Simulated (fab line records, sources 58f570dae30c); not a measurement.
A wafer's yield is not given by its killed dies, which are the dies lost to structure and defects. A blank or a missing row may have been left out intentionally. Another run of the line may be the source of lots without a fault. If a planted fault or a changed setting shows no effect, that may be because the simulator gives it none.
Which tool did it? ; flow berkeley_cmos170 ; 42 wafers from 14 lots sampled at 6 of the route's 331 steps

## WHAT EACH GAUGE READ, for each wafer
UCB170_SPACER_THK_MEAS_01.
lot;measured;on;SPACER_TEOS_THK (nm)
L896;day 6 17:07;film_metro-02;369 375 373
L897;day 6 22:42;film_metro-03;367 376 371
L898;day 7 06:55;film_metro-01;367 379 369
L902;day 7 17:20;film_metro-01;368 368 372
L903;day 7 22:22;film_metro-01;374 377 384
L904;day 8 08:35;film_metro-02;377 379 383
L905;day 8 12:19;film_metro-03;533 535 533
L906;day 8 12:50;film_metro-02;373 375 380
L909;day 9 13:44;film_metro-02;532 527 533
L913;day 10 00:21;film_metro-03;376 376 381
L914;day 10 00:38;film_metro-03;371 370 375
L912;day 10 00:31;film_metro-01;374 380 377
L917;day 10 23:36;film_metro-01;374 378 375
L918;day 11 00:50;film_metro-03;371 377 378

UCB170_NSD_TW_MEAS_10.
lot;measured;on;NSD_TW
L896;day 7 00:00;film_metro-02;4183 4202 4189
L897;day 7 05:49;film_metro-02;4202 4197 4216
L898;day 7 14:23;film_metro-04;4244 4244 4237
L902;day 8 03:25;film_metro-02;4177 4175 4174
L903;day 8 05:17;film_metro-02;4159 4158 4163
L904;day 8 14:09;film_metro-02;4188 4186 4191
L906;day 8 18:47;film_metro-01;4127 4150 4150
L913;day 10 11:01;film_metro-02;4196 4191 4190
L914;day 10 11:14;film_metro-01;4125 4127 4118
L912;day 10 11:28;film_metro-04;4230 4251 4248
L917;day 11 11:48;film_metro-04;4255 4267 4271
L918;day 11 11:40;film_metro-01;4068 4101 4097

## WHAT TOOL EACH LOT RAN ON (gives the tool, then ch and the chambers of the sampled wafers, and finally the start)
lot;UCB170_NVT_STRIP_08;UCB170_PVT_STRIP_08;UCB170_SPACER_CVD_00;UCB170_SPACER_ETCHBACK_03
L896;plasma_asher-04 ch 0,1, day 5 20:26;plasma_asher-01 ch 0,1, day 5 21:47;pecvd-02 ch 0,1, day 6 17:04;rie_diel-02 ch 1,2, day 6 19:16
L897;plasma_asher-01 ch 0,1, day 6 03:50;plasma_asher-02 ch 0,1, day 6 05:38;pecvd-01 ch 0,2, day 6 22:40;rie_diel-04 ch 1,2,3, day 7 02:37
L898;plasma_asher-04 ch 0,1, day 6 13:20;plasma_asher-04 ch 0,1, day 6 15:36;pecvd-02 ch 0,1, day 7 06:51;rie_diel-03 ch 0,1,3, day 7 10:59
L902;plasma_asher-04 ch 0,1, day 6 19:38;plasma_asher-04 ch 0,1, day 6 23:50;pecvd-02 ch 0,1, day 7 17:17;rie_diel-04 ch 0,1,3, day 7 20:41
L903;plasma_asher-04 ch 0,1, day 7 04:58;plasma_asher-04 ch 0,1, day 7 06:22;pecvd-01 ch 0,2, day 7 22:19;rie_diel-04 ch 0,3, day 8 00:53
L904;plasma_asher-03 ch 0,1, day 7 16:30;plasma_asher-02 ch 0,1, day 7 18:18;pecvd-02 ch 0,1, day 8 08:33;rie_diel-02 ch 0,1,2, day 8 10:56
L905;plasma_asher-01 ch 0,1, day 7 18:29;plasma_asher-04 ch 0,1, day 7 22:40;pecvd-01 ch 0, day 8 12:11;rie_diel-02 ch 1,2,3, day 8 15:07
L906;plasma_asher-03 ch 0,1, day 7 18:46;plasma_asher-02 ch 0,1, day 7 22:57;pecvd-02 ch 0,1,2, day 8 12:46;rie_diel-03 ch 0,2, day 8 15:07
L909;plasma_asher-01 ch 1, day 8 22:55;plasma_asher-02 ch 0,1, day 9 01:31;pecvd-01 ch 0,1,2, day 9 13:41;rie_diel-03 ch 0,1, day 9 19:46
L913;plasma_asher-03 ch 0,1, day 9 01:32;plasma_asher-01 ch 0,1, day 9 05:51;pecvd-02 ch 1,2, day 10 00:17;rie_diel-03 ch 0,1,2, day 10 06:43
L914;plasma_asher-03 ch 0,1, day 9 01:48;plasma_asher-04 ch 0,1, day 9 06:03;pecvd-02 ch 1,2, day 10 00:34;rie_diel-04 ch 0,1,2, day 10 06:47
L912;plasma_asher-04 ch 0,1, day 9 01:49;plasma_asher-01 ch 0,1, day 9 06:10;pecvd-04 ch 0,1, day 10 00:27;rie_diel-02 ch 0,1,3, day 10 06:47
L917;plasma_asher-01 ch 0,1, day 10 02:52;plasma_asher-01 ch 0,1, day 10 04:38;pecvd-04 ch 0,1, day 10 23:33;rie_diel-03 ch 0,3, day 11 03:59
L918;plasma_asher-03 ch 0,1, day 10 07:06;plasma_asher-01 ch 0,1, day 10 08:49;pecvd-04 ch 1,2, day 11 00:48;rie_diel-03 ch 1,2,3, day 11 04:03
- UCB170_NVT_STRIP_08: strips in O2.
- UCB170_PVT_STRIP_08: strips in O2.
- UCB170_SPACER_CVD_00: deposits SiO2 from TEOS/O2, target thk 376 nm, time 47 s.
- UCB170_SPACER_ETCHBACK_03: etches SiO2 in CHF3/CF4/Ar, stops on Si, target depth 376 nm, time 100 s.

## WHAT THE TOOLS THEMSELVES READ (means of the sampled wafers that have a number; where no wafer has one, the mark that the record gives instead)
UCB170_NVT_STRIP_08.
lot;tool;drypump_motor_current_A (A);oes_product_au (a.u.);strip_time_to_endpoint_s (s)
L896;plasma_asher-04;5.3;0.733;21.65
L897;plasma_asher-01;6.3;0.735;21.72
L898;plasma_asher-04;5.6;0.735;21.65
L902;plasma_asher-04;5.6;0.731;21.66
L903;plasma_asher-04;5.6;0.735;21.56
L904;plasma_asher-03;5.6;0.735;21.64
L905;plasma_asher-01;6.2;0.733;21.63
L906;plasma_asher-03;5.5;0.734;21.61
L909;plasma_asher-01;6.5;0.732;21.53
L913;plasma_asher-03;5.5;0.732;21.63
L914;plasma_asher-03;5.5;0.739;21.55
L912;plasma_asher-04;5.6;0.737;21.66
L917;plasma_asher-01;6.3;0.736;21.58
L918;plasma_asher-03;5.6;0.729;21.61

UCB170_PVT_STRIP_08.
lot;tool;drypump_motor_current_A (A);oes_product_au (a.u.);strip_time_to_endpoint_s (s)
L896;plasma_asher-01;6.1;0.734;21.65
L897;plasma_asher-02;5.5;0.735;21.61
L898;plasma_asher-04;5.3;0.736;21.62
L902;plasma_asher-04;5.6;0.734;21.64
L903;plasma_asher-04;5.3;0.738;21.62
L904;plasma_asher-02;5.6;0.735;21.60
L905;plasma_asher-04;5.6;0.732;21.54
L906;plasma_asher-02;5.6;0.735;21.56
L909;plasma_asher-02;5.5;0.738;21.78
L913;plasma_asher-01;6.1;0.732;21.60
L914;plasma_asher-04;5.3;0.731;21.63
L912;plasma_asher-01;6.1;0.737;21.57
L917;plasma_asher-01;6.3;0.727;21.62
L918;plasma_asher-01;6.1;0.735;21.66

UCB170_SPACER_CVD_00.
lot;tool;heater_power_w (W)
L896;pecvd-02;240
L897;pecvd-01;254
L898;pecvd-02;237
L902;pecvd-02;242
L903;pecvd-01;245
L904;pecvd-02;245
L905;pecvd-01;278
L906;pecvd-02;241
L909;pecvd-01;307
L913;pecvd-02;234
L914;pecvd-02;184
L912;pecvd-04;248
L917;pecvd-04;207
L918;pecvd-04;238

UCB170_SPACER_ETCHBACK_03.
lot;tool;drypump_motor_current_A (A);mfc_ar_sccm (sccm);oes_product_au (a.u.);throttle_valve_pct (%)
L896;rie_diel-02;6.1;119.7;0.894;6.54
L897;rie_diel-04;6.0;119.8;0.887;6.38
L898;rie_diel-03;5.6;119.8;0.896;6.40
L902;rie_diel-04;5.9;120.1;0.878;6.27
L903;rie_diel-04;5.6;120.0;0.888;6.28
L904;rie_diel-02;5.7;120.0;0.913;6.57
L905;rie_diel-02;6.1;119.8;1.001;6.60
L906;rie_diel-03;5.1;120.1;0.905;6.51
L909;rie_diel-03;5.4;119.9;1.024;6.42
L913;rie_diel-03;5.3;119.9;0.927;6.50
L914;rie_diel-04;5.7;120.3;0.885;6.40
L912;rie_diel-02;5.7;120.1;0.908;6.57
L917;rie_diel-03;5.4;120.4;0.904;6.33
L918;rie_diel-03;5.5;120.1;0.903;6.51

## THE ANSWER, worked out from the rows above alone
Rule: what is usual is taken from the lots themselves. The widest of any qualifying gaps counts: lots, ordered by their means at a reading, are off when they make up no more than a third of the lots, leave a main group of 4 or more, and stand apart from it by 3 or more times the standard deviation of that group's means. If all means in a main group match to the digits the tables above print for the reading, that group is not used. Also off: a lot with no number at a reading for which 4 or more lots have one. Where the step has rows for the other lots, those lots are counted as sound. After the gauges, taken in route order, come the tools' own readings; for these a lot's mean is taken, as printed above. The first step at which some lot is off is used, and at that step the reading that is off furthest; a lot without a number counts as furthest.
Off: L905, L909, at UCB170_SPACER_THK_MEAS_01 (SPACER_TEOS_THK). Main group: mean 375 nm, sd 3.1.
If a tool, at a process step before that reading, ran all the lots that are off and no sound lot after the first of them, it fits. Not tried: the gauges at UCB170_SPACER_THK_MEAS_01; whatever is off there is also off at UCB170_NVT_STRIP_08, on other tools, and gauge error can't account for it. One fits: UCB170_SPACER_CVD_00 on pecvd-01. A fault onset in the window from L903 (day 7 22:19, its last sound lot) to L905 (day 8 12:11, its first lot off) fits.

## WHAT THE SIMULATOR HAD PUT IN
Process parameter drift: pecvd-01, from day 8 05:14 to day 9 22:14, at UCB170_SPACER_CVD_00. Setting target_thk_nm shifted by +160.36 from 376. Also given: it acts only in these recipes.
Shown lots that were struck: L905, L909. The rule given above showed the same thing.
